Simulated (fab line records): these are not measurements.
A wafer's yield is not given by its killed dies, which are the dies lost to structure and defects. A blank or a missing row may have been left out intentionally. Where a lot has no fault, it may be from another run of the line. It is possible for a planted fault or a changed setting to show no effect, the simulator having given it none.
Code-filled problem report in 8D (eight disciplines) form -- flow rit_cmos -- the parts of the form that need people (team, actions taken, sign-off) are left out

## 1. THE ISSUE
Mean of cd_nm at RIT_GATE_CD_MEAS_16: 161.2 nm across 6 wafers in 2 lots; on wafers with no fault it is 149.3 nm (standard deviation 2.4). That is +5.0 standard deviations from the usual mean.
The step: target cd 150 nm.
The first sign was on wafer L283.3 at day 5 20:35, on cd_sem-02. The record holds 42 wafers of 14 lots with a number at this step. Rule for "out", or "out of limits": more than 4 standard deviations from the usual mean. The rest of the wafers with a number are treated as sound.

## 2. WHAT IT IS AND WHAT IT IS NOT
question,is,is not
which readings at this step,cd_nm,-
which lots,"L283, L287","L270, L271, L273, L274, L275, L278, L281, L282, L285, L288, L289, L290"
which wafers of those lots,all that have a number,-
read on which gauges,cd_sem-02,cd_sem-01
when,from day 5 20:35,"up to then (24 sound wafers); but 12 sound wafers of L285, L288, L289, L290 came after"

## 3. THE SUSPECTS, EACH WITH WHAT RULES IT OUT
Counting: a tool at a process step up to the reading stays a suspect if it ran every lot that is out and no sound lot after the first of them.
- the gauge at RIT_GATE_CD_MEAS_16: kept. All the wafers that are out were read on cd_sem-02, and no step on other tools shows them out.
- litho_track-03 at RIT_GATE_COAT_11 (resist thk 850 nm): kept. It processed each lot that is out, first L283 at day 5 19:46, and no sound lot thereafter; up to then, the last sound lot it processed was L282 at day 5 15:13.
The count leaves cd_sem-02 at RIT_GATE_CD_MEAS_16 and litho_track-03 at RIT_GATE_COAT_11.

## 4. THE CAUSE (what the simulator had put in)
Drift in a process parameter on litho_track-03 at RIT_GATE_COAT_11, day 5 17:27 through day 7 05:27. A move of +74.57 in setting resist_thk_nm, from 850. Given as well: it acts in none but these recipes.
After counting, 2 suspects remain, this tool included.

## 5. THE EFFECT CHAIN, in route order
Each row: a reading whose mean over the struck wafers that have a number lies more than 3 standard deviations from the usual. Scope: only readings with a usual standard deviation given in the record; hours: median across lots of the time from each lot's start at the first step in this table that gives one to its start at this step; sigmas: change in usual standard deviations.
hours,step,reading,usual,on struck wafers,change,sigmas
0,RIT_GATE_CD_MEAS_16,cd_nm,149.3 nm,161.2,+11.9,+5.0

## 6. WHAT WOULD HAVE CAUGHT IT SOONER
In this record the first reading out of limits at a measuring or inspecting step was taken at day 5 20:35, 3 hours after the fault began at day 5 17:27.
Lots out: 2; of these, L287 started RIT_GATE_COAT_11 on litho_track-03 after day 5 20:35. It would have been spared by a hold on the tool at that moment.
